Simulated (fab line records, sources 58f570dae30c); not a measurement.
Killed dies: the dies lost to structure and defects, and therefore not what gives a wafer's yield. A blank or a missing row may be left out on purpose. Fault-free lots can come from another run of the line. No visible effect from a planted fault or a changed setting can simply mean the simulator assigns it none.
A struck lot beside a sound one | flow berkeley-cmos170 | 14 out of 331 route steps
Sound: these wafers, L272.1, L272.3, L272.6. Wafers L277.1, L277.2, L277.6 were the ones struck. Last of all comes the cause.
For every step that has rows: the tool of each side, followed by ch and its chambers, followed by its first start. Under that, the readings that differ: sound wafers | struck wafers | difference of the means | sigmas: that difference in standard deviations of wafers without a fault.
alike: readings with means less than 2 such deviations apart, plus words and numbers identical on both sides. not compared: withheld readings, readings lacking a value on some wafer, bounds such as >300 that could conceal the same value, and numbers that have no deviation in the record and whose values overlap.
Wherever a step has rows on one side only, a row that says differs or no value, or a row with sigmas, the two part there. Numbers that have no deviation but don't overlap get no sigmas and don't part them. A reading that every wafer of one side lacks parts them only if that side has two wafers or more.

UCB170_M2_SPUTTER_01: material Al, target thk 900 nm, time 120 s.
  struck on pvd-sputter-02, day 9 02:26; sound on pvd-sputter-01, day 8 11:40
  alike: throttle-valve-pct
UCB170_M2_RS_MEAS_02: uses a four-point probe to measure.
  struck on film-metro-03, day 9 02:31; sound on film-metro-02, day 8 11:45
  alike: M2_AL_RS
UCB170_M2_THK_MEAS_03: measures by xrf.
  struck on film-metro-03, day 9 02:38; sound on film-metro-02, day 8 11:52
  alike: M2_AL_THK
then, 3 steps without rows for these wafers: UCB170_M2_HMDS_04 (prime time 60 s); UCB170_M2_COAT_05 (resist thk 900 nm); UCB170_M2_SOFTBAKE_06 (time 60 s).
UCB170_M2_STRIP_07: strips in O2.
  sound on plasma-asher-04 ch 0,1, day 8 12:23; struck on plasma-asher-04 ch 0,1, day 9 03:08
  alike: chamber-pressure-mTorr, drypump-motor-current-A, oes-product-au, strip-time-to-endpoint-s
  not compared: rf-hours-counter-h
then, 5 steps without rows for these wafers: UCB170_M2_STRIP_08 (strips KrF in DMSO, time 600 s); UCB170_M2_COAT_09; UCB170_M2_COAT_10 (resist thk 900 nm); UCB170_M2_SOFTBAKE_11 (time 60 s); UCB170_M2_EXPOSE_12 (exposes mask METAL2, target cd 700 nm).
UCB170_M2_PEB_13:
  sound on litho-track-03 ch 0, day 8 14:41; struck on litho-track-03, day 9 05:02
  no value came back on the struck wafers for chill-plate-temp-C (C), exhaust-pa (Pa), plate-temp-C (C); on the sound wafers chill-plate-temp-C (C) reads 23.04 22.95 23.28
then, 1 step without rows for these wafers: UCB170_M2_DEVELOP_14 (develop time 45 s).

WHERE THEY PART
UCB170_M2_PEB_13 only, going by this record.

WHY: the cause the simulator had injected
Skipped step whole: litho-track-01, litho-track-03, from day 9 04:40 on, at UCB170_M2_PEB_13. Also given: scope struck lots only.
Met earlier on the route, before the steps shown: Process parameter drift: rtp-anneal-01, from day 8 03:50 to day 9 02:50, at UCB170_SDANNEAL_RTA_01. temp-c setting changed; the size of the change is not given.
